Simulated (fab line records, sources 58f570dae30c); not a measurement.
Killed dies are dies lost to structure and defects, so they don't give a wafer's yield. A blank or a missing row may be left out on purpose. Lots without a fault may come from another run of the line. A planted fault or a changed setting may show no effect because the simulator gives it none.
Which tool did it? | flow berkeley_cmos170 | 14 lots, 42 wafers sampled, at 2 steps of a route of 331

WHAT THE GAUGES READ, wafer by wafer
UCB170_PWELL_THK_MEAS_06. Usual: PWELL_NITRIDE_THK 219.6 nm, standard deviation 1.6.
lot  | measured    | on            | PWELL_NITRIDE_THK (nm) | flag
L620 | day 3 09:32 | film_metro-02 | 217.6 217.4 220.1      |
L621 | day 3 16:13 | film_metro-02 | 217.4 216.9 217.7      |
L622 | day 3 16:13 | film_metro-01 | 218.1 219.8 221.6      |
L623 | day 3 16:14 | film_metro-03 | 221.3 223.1 220.5      |
L624 | day 4 05:57 | film_metro-03 | 221.0 219.3 219.9      |
L626 | day 4 12:07 | film_metro-03 | 220.3 219.5 221.6      |
L627 | day 5 01:54 | film_metro-02 | 218.9 220.8 219.3      |
L630 | day 5 11:05 | film_metro-02 | 222.6 221.2 220.2      |
L631 | day 5 19:02 | film_metro-01 | 233.2 233.1 232.7      | OFF
L632 | day 5 19:01 | film_metro-02 | 233.7 233.1 232.7      | OFF
L639 | day 7 17:21 | film_metro-01 | 218.3 217.1 217.2      |
L640 | day 7 17:21 | film_metro-02 | 216.6 218.7 217.5      |
L641 | day 7 17:20 | film_metro-03 | 219.8 219.4 219.1      |
L642 | day 7 17:23 | film_metro-03 | 218.2 219.7 219.0      |

WHICH TOOL RAN EACH LOT (tool, then ch and the chambers of the sampled wafers, then the start)
lot  | UCB170_PWELL_CVD_05
L620 | lpcvd-02 ch 1, day 3 07:37
L621 | lpcvd-02 ch 1, day 3 14:17
L622 | lpcvd-02 ch 0, day 3 14:17
L623 | lpcvd-02 ch 1, day 3 14:17
L624 | lpcvd-01 ch 0, day 4 04:02
L626 | lpcvd-02 ch 1, day 4 10:12
L627 | lpcvd-02 ch 0, day 4 23:58
L630 | lpcvd-01 ch 0, day 5 09:08
L631 | lpcvd-01 ch 1, day 5 17:06
L632 | lpcvd-01 ch 0, day 5 17:06
L639 | lpcvd-02 ch 1, day 7 15:25
L640 | lpcvd-02 ch 1, day 7 15:25
L641 | lpcvd-02 ch 1, day 7 15:25
L642 | lpcvd-02 ch 1, day 7 15:25
- UCB170_PWELL_CVD_05: deposits Si3N4 from SiH2Cl2/NH3, target thk 220 nm, time 3300 s.

WHAT THE TOOLS THEMSELVES READ (means of the sampled wafers that have a number; where no wafer has one, the mark that the record gives instead)
UCB170_PWELL_CVD_05. Usual: pressure_mtorr 200.0 mTorr, standard deviation 0.35; spike_tc_source_C 821.5 C, standard deviation 2.9.
lot  | tool     | pressure_mtorr (mTorr) | spike_tc_source_C (C) | flag
L620 | lpcvd-02 | 199.7                  | 823.5                 |
L621 | lpcvd-02 | 199.9                  | 823.2                 |
L622 | lpcvd-02 | 200.3                  | 817.3                 |
L623 | lpcvd-02 | 199.6                  | 824.2                 |
L624 | lpcvd-01 | 200.0                  | 821.5                 |
L626 | lpcvd-02 | 200.1                  | 823.9                 |
L627 | lpcvd-02 | 199.6                  | 816.2                 |
L630 | lpcvd-01 | 200.1                  | 822.3                 |
L631 | lpcvd-01 | 240.1                  | 821.6                 | OFF
L632 | lpcvd-01 | 239.5                  | 822.5                 | OFF
L639 | lpcvd-02 | 199.9                  | 823.1                 |
L640 | lpcvd-02 | 199.7                  | 824.4                 |
L641 | lpcvd-02 | 200.0                  | 823.5                 |
L642 | lpcvd-02 | 200.4                  | 823.4                 |

THE ANSWER, worked out from the rows above alone
Rule: a lot is off if the mean of its wafers that have a number lies more than 3 standard deviations from the usual mean. A lot without any number at a reading at which 4 lots or more have one is off too. The other lots that the step has rows for count as sound. The gauges are gone through in route order, then the tools' own readings, and for those a lot's mean is taken as printed above. The first step at which some lot is off is used, and at that step the reading that is off furthest; a lot without a number counts as furthest.
Off: L631, L632, at UCB170_PWELL_THK_MEAS_06 (PWELL_NITRIDE_THK).
A tool fits if, at a process step before that reading, it ran every lot that is off, and no sound lot after the first of them. The gauges at UCB170_PWELL_THK_MEAS_06 aren't tried: what is off there is off at UCB170_PWELL_CVD_05 too, on other tools, and a gauge's error can't cause that. One fits: lpcvd-01 at UCB170_PWELL_CVD_05. Its last sound lot is L630 (day 5 09:08), its first lot that is off L631 (day 5 17:06): a fault that began between those two fits.
The tool's own readings at UCB170_PWELL_CVD_05 bear it out: on the lots that are off they differ by more than 5 times the standard deviation of the sound lots' means. pressure_mtorr reads 239.8 mTorr there against 199.9 mTorr on the sound lots.

WHAT THE SIMULATOR HAD PUT IN
Process parameter drift: lpcvd-01, from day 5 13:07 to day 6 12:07, at UCB170_PWELL_CVD_05. Setting pressure_mtorr, moved by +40, from 200. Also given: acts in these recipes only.
Lots struck among those shown: L632, L631. The rule above found the same.
